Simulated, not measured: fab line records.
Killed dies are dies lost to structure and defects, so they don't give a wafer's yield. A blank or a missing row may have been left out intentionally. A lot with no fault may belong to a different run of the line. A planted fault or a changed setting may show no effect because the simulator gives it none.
A struck lot beside a sound one / flow berkeleyCmos170 / 18 out of 331 route steps
Sound: wafers L798.1, L798.3, L798.6. Wafers struck: L811.2, L811.4, L811.5. The cause is given at the end.
At each step with rows: each side's tool, then ch and its chambers, then its first start. Under that, the readings that differ: sound wafers / struck wafers / difference of the means / sigmas: that difference in standard deviations of wafers without a fault.
alike: readings with means less than 2 such deviations apart, plus words and numbers identical on both sides. not compared: withheld readings, readings lacking a value on some wafer, bounds such as >300 that could conceal the same value, and numbers that have no deviation in the record and whose values overlap.
Wherever a step has rows on one side only, a row that says differs or no value, or a row with sigmas, the two part there. When numbers do not overlap yet have no deviation, they are printed without sigmas and do not part them. A reading that every wafer of one side lacks parts them only if that side has two wafers or more.

first, 3 steps without rows for these wafers: UCB170_PSD_EXPOSE_03 (exposes mask PSELECT MOD, target cd 1200 nm); UCB170_PSD_PEB_04; UCB170_PSD_DEVELOP_05 (develop time 45 s).
UCB170_PSD_CD_MEAS_06: target cd 1200 nm.
  sound: cdSem-01 at day 6 21:27; struck: cdSem-01 at day 9 00:52
  alike: cdNm
UCB170_PSD_OVL_MEAS_07:
  sound: overlay-01 at day 6 21:34; struck: overlay-01 at day 9 00:59
  alike: PSD_OVL
next, for these wafers, 1 step has no rows: UCB170_PSD_IMPLANT_08.
UCB170_PSD_STRIP_09: strips in O2.
  sound on plasmaAsher-03 ch 0,1, day 6 21:46; struck on plasmaAsher-01 ch 1, day 9 01:10
  alike: drypumpMotorCurrentA, oesProductAu, stripTimeToEndpointS
  not compared: rfHoursCounterH
UCB170_PSD_TW_MEAS_10:
  sound: filmMetro-02 at day 6 21:52; struck: filmMetro-02 at day 9 01:16
reading=PSD_TW; sound=2336 2341 2334; struck=2306 2307 2316; difference=-27; sigmas=-2
then, 4 steps without rows for these wafers: UCB170_PSD_CLEAN_11 (cleans in SPM, time 600 s); UCB170_NSD_HMDS_00 (prime time 60 s); UCB170_NSD_COAT_01 (resist thk 900 nm); UCB170_NSD_SOFTBAKE_02 (time 60 s).
UCB170_NSD_EXPOSE_03: exposes mask NSELECT MOD, target cd 1200 nm.
  sound on krfScanner-01 ch 0, day 6 23:19; struck on krfScanner-02 ch 0, day 9 03:40
reading=exposureDoseMJCm2; sound=29.964 29.976 29.976; struck=36.862 36.880 36.861; difference=+6.896; sigmas=+99 or more
  alike: mask
then, 2 steps without rows for these wafers: UCB170_NSD_PEB_04; UCB170_NSD_DEVELOP_05 (develop time 45 s).
UCB170_NSD_CD_MEAS_06: target cd 1200 nm.
  sound: cdSem-02 at day 7 00:38; struck: cdSem-02 at day 9 04:16
reading=cdNm (nm); sound=1198.9 1201.3 1197.9; struck=1236.8 1236.9 1236.1; difference=+37.2; sigmas=+25
UCB170_NSD_OVL_MEAS_07:
  sound: overlay-01 at day 7 00:46; struck: overlay-01 at day 9 04:22
  alike: NSD_OVL
UCB170_M3_PROBE_99:
  rows exist in the record for the sound wafers here (prober-01, day 8 04:18), none for the struck ones

## WHERE THEY PART
Earliest at UCB170_PSD_TW_MEAS_10; latest, in this record, at UCB170_M3_PROBE_99.

WHY: what the simulator had put in
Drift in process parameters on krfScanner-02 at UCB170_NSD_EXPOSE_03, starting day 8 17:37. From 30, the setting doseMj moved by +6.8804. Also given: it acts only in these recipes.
